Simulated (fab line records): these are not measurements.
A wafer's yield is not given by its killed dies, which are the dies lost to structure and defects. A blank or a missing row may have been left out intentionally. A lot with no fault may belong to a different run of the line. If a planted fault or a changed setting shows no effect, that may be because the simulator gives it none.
The tool behind it: which one?	flow rit_cmos	Sampling: 15 lots, 45 wafers, 6 of 202 route steps

WHAT THE GAUGES SHOWED, per wafer
RIT_ACTIVE_BOW_MEAS_00. Usual: INCOMING_BOW 0 um, standard deviation 6.7.
lot	measured	on	INCOMING_BOW (um)	flag
L564	day 1 10:04	film_metro-02	2 -2 10	
L565	day 1 15:01	film_metro-01	18 -12 -1	
L566	day 1 20:00	film_metro-01	-5 9 1	
L567	day 2 01:00	film_metro-03	-5 -1 3	
L569	day 2 11:00	film_metro-03	11 3 3	
L570	day 2 16:00	film_metro-03	-4 -2 -12	
L571	day 2 21:00	film_metro-03	7 -3 -6	
L572	day 3 02:04	film_metro-01	0 -13 -10	
L573	day 3 07:01	film_metro-01	-15 1 3	
L575	day 3 17:00	film_metro-01	1 11 -3	
L577	day 4 03:01	film_metro-01	4 9 -3	
L578	day 4 08:00	film_metro-01	6 -10 5	
L580	day 4 18:00	film_metro-02	3 -10 -3	
L585	day 5 19:00	film_metro-01	-1 -1 -9	
L587	day 6 05:02	film_metro-02	-5 6 6	

RIT_PWELL_TW_MEAS_10. Usual: PWELL_TW 949, standard deviation 5.4.
lot	measured	on	PWELL_TW	flag
L564	day 1 23:03	film_metro-04	957 955 956	
L565	day 2 03:33	film_metro-04	954 953 953	
L566	day 2 08:39	film_metro-04	946 951 948	
L567	day 2 14:07	film_metro-03	941 945 938	
L569	day 2 23:40	film_metro-04	951 955 951	
L570	day 3 04:37	film_metro-04	959 958 958	
L571	day 3 11:47	film_metro-01	954 950 952	
L572	day 3 16:23	film_metro-04	952 956 953	
L573	day 3 20:18	film_metro-04	954 960 959	
L575	day 4 07:12	film_metro-04	944 947 947	
L577	day 4 19:07	film_metro-04	950 943 948	
L578	day 5 00:01	film_metro-01	946 945 947	
L580	day 5 12:47	film_metro-01	942 940 945	
L585	day 6 11:20	film_metro-04	949 951 960	
L587	day 6 19:19	film_metro-04	955 951 957	

RIT_REOX_THK_MEAS_04. Usual: REOX_OXIDE_THK 25.0 nm, standard deviation 0.47.
lot	measured	on	REOX_OXIDE_THK (nm)	flag
L564	day 2 16:58	film_metro-04	24.3 24.2 24.4	
L565	day 2 20:32	film_metro-01	25.0 24.7 24.6	
L566	day 3 03:35	film_metro-04	25.0 25.2 25.0	
L567	day 3 06:52	film_metro-04	25.3 24.6 24.9	
L569	day 3 17:20	film_metro-01	24.9 24.9 24.7	
L570	day 4 00:37	film_metro-03	25.2 25.2 25.2	
L571	day 4 06:01	film_metro-03	24.5 24.7 25.0	
L572	day 4 09:55	film_metro-04	25.0 25.0 24.8	
L573	day 4 15:29	film_metro-01	23.9 24.1 24.6	
L575	day 5 03:51	film_metro-04	24.8 25.1 25.0	
L577	day 5 22:34	film_metro-04	25.3 25.7 25.9	
L578	day 5 22:37	film_metro-04	25.5 25.5 25.7	
L580	day 6 11:22	film_metro-01	24.7 24.0 24.6	
L585	day 7 07:52	film_metro-01	25.0 25.0 25.0	
L587	day 7 12:36	film_metro-04	24.8 24.9 24.7	

RIT_SILICIDE_RS_MEAS_02: uses a four-point probe to measure. Usual: SILICIDE_TI_RS 47.6 ohm/sq, standard deviation 0.63.
lot	measured	on	SILICIDE_TI_RS (ohm/sq)	flag
L564	day 3 02:46	film_metro-04	48.5 47.9 48.8	
L565	day 3 06:06	film_metro-04	48.1 48.5 47.7	
L566	day 3 13:18	film_metro-04	48.5 48.3 48.1	
L567	day 3 16:38	film_metro-02	47.4 47.3 47.9	
L569	day 4 02:50	film_metro-03	47.1 47.3 47.0	
L570	day 4 10:22	film_metro-04	48.2 47.8 48.1	
L571	day 4 15:44	film_metro-04	48.5 48.0 48.4	
L572	day 4 19:28	film_metro-04	47.5 48.3 48.0	
L573	day 5 01:18	film_metro-04	47.0 47.1 46.8	
L575	day 5 13:44	film_metro-04	20.5 20.5 20.3 20.5 20.5 20.3	OFF
L577	day 6 08:39	film_metro-04	47.5 47.0 48.1	
L578	day 6 09:02	film_metro-03	48.5 47.7 48.1	
L580	day 6 21:47	film_metro-03	20.3 20.5 20.4 20.5 20.6 20.5	OFF
L585	day 7 17:51	film_metro-02	20.2 19.9 20.3 20.3 20.0 20.3	OFF
L587	day 7 22:41	film_metro-03	47.4 47.5 47.7	

RIT_SILICIDE_THK_MEAS_03: measures by xrf. Usual: SILICIDE_TI_THK 30.2 nm, standard deviation 0.36.
lot	measured	on	SILICIDE_TI_THK (nm)	flag
L564	day 3 02:51	film_metro-04	29.9 30.2 29.8	
L565	day 3 06:13	film_metro-04	30.1 29.8 30.1	
L566	day 3 13:25	film_metro-04	30.1 29.9 30.1	
L567	day 3 16:45	film_metro-02	29.9 30.2 29.9	
L569	day 4 02:58	film_metro-03	30.3 30.0 30.3	
L570	day 4 10:29	film_metro-04	30.1 30.3 30.2	
L571	day 4 15:51	film_metro-04	29.9 30.3 29.9	
L572	day 4 19:34	film_metro-04	30.4 30.0 30.2	
L573	day 5 01:25	film_metro-04	30.7 30.5 30.9	
L575	day 6 01:13	film_metro-04	60.9 60.7 60.8 60.8 60.4 61.0	OFF
L577	day 6 08:46	film_metro-04	30.5 30.6 30.2	
L578	day 6 09:10	film_metro-03	29.4 29.8 29.6	
L580	day 6 23:25	film_metro-03	59.6 59.3 59.4 59.4 59.4 59.6	OFF
L585	day 8 00:12	film_metro-02	60.2 61.4 60.3 60.4 61.3 60.5	OFF
L587	day 7 22:47	film_metro-03	30.1 30.2 30.1	

EACH LOT AND THE TOOL THAT RAN IT (in order: tool; ch and the chambers of the sampled wafers; start)
lot	RIT_SILICIDE_SPUTTER_01
L564	pvd_sputter-04, day 3 02:33
L565	pvd_sputter-01, day 3 05:56
L566	pvd_sputter-04, day 3 13:09
L567	pvd_sputter-04, day 3 16:29
L569	pvd_sputter-04, day 4 02:39
L570	pvd_sputter-03, day 4 10:13
L571	pvd_sputter-04, day 4 15:35
L572	pvd_sputter-03, day 4 19:16
L573	pvd_sputter-04, day 5 01:08
L575	pvd_sputter-03, day 5 13:07
L577	pvd_sputter-04, day 6 08:29
L578	pvd_sputter-03, day 6 08:53
L580	pvd_sputter-01, day 6 21:19
L585	pvd_sputter-01, day 7 17:23
L587	pvd_sputter-03, day 7 22:29
- RIT_SILICIDE_SPUTTER_01: material Ti, target thk 30 nm, time 240 s.

WHAT THE TOOLS THEMSELVES READ (means of the sampled wafers that have a number; where no wafer has one, the mark that the record gives instead)
RIT_SILICIDE_SPUTTER_01. Usual: chamber_pressure_pa 0.6670 Pa, standard deviation 0.0013; throttle_valve_pct 30.0 %, standard deviation 1.
lot	tool	chamber_pressure_pa (Pa)	throttle_valve_pct (%)	flag
L564	pvd_sputter-04	0.6677	29.6	
L565	pvd_sputter-01	0.6670	30.7	
L566	pvd_sputter-04	0.6673	30.6	
L567	pvd_sputter-04	0.6670	29.3	
L569	pvd_sputter-04	0.6664	30.3	
L570	pvd_sputter-03	0.6681	30.2	
L571	pvd_sputter-04	0.6673	30.2	
L572	pvd_sputter-03	0.6682	30.7	
L573	pvd_sputter-04	0.6655	30.1	
L575	pvd_sputter-03	0.6672	29.1	
L577	pvd_sputter-04	0.6687	30.3	
L578	pvd_sputter-03	0.6673	29.3	
L580	pvd_sputter-01	0.6664	30.1	
L585	pvd_sputter-01	0.6672	30.7	
L587	pvd_sputter-03	0.6659	30.0	

THE ANSWER, worked out from the rows above alone
Rule: lot off if the mean of its wafers having a number is beyond 3 standard deviations from the usual mean. Also off: a lot with no number at a reading for which 4 or more lots have one. Any other lot the step has rows for is counted as sound. Order of review: gauges by route order, followed by the tools' own readings, for which a lot's mean as printed above is used. At the first step where some lot is off, the reading lying furthest off is the one used; lots without a number count as furthest.
Off: L575, L580, L585, seen at RIT_SILICIDE_RS_MEAS_02 (SILICIDE_TI_RS).
If a tool, at a process step before that reading, ran all the lots that are off and no sound lot after the first of them, it fits. Gauges at RIT_SILICIDE_RS_MEAS_02: tried the same way as those tools. Of those tried, none fits.

WHAT HAD BEEN PUT IN BY THE SIMULATOR
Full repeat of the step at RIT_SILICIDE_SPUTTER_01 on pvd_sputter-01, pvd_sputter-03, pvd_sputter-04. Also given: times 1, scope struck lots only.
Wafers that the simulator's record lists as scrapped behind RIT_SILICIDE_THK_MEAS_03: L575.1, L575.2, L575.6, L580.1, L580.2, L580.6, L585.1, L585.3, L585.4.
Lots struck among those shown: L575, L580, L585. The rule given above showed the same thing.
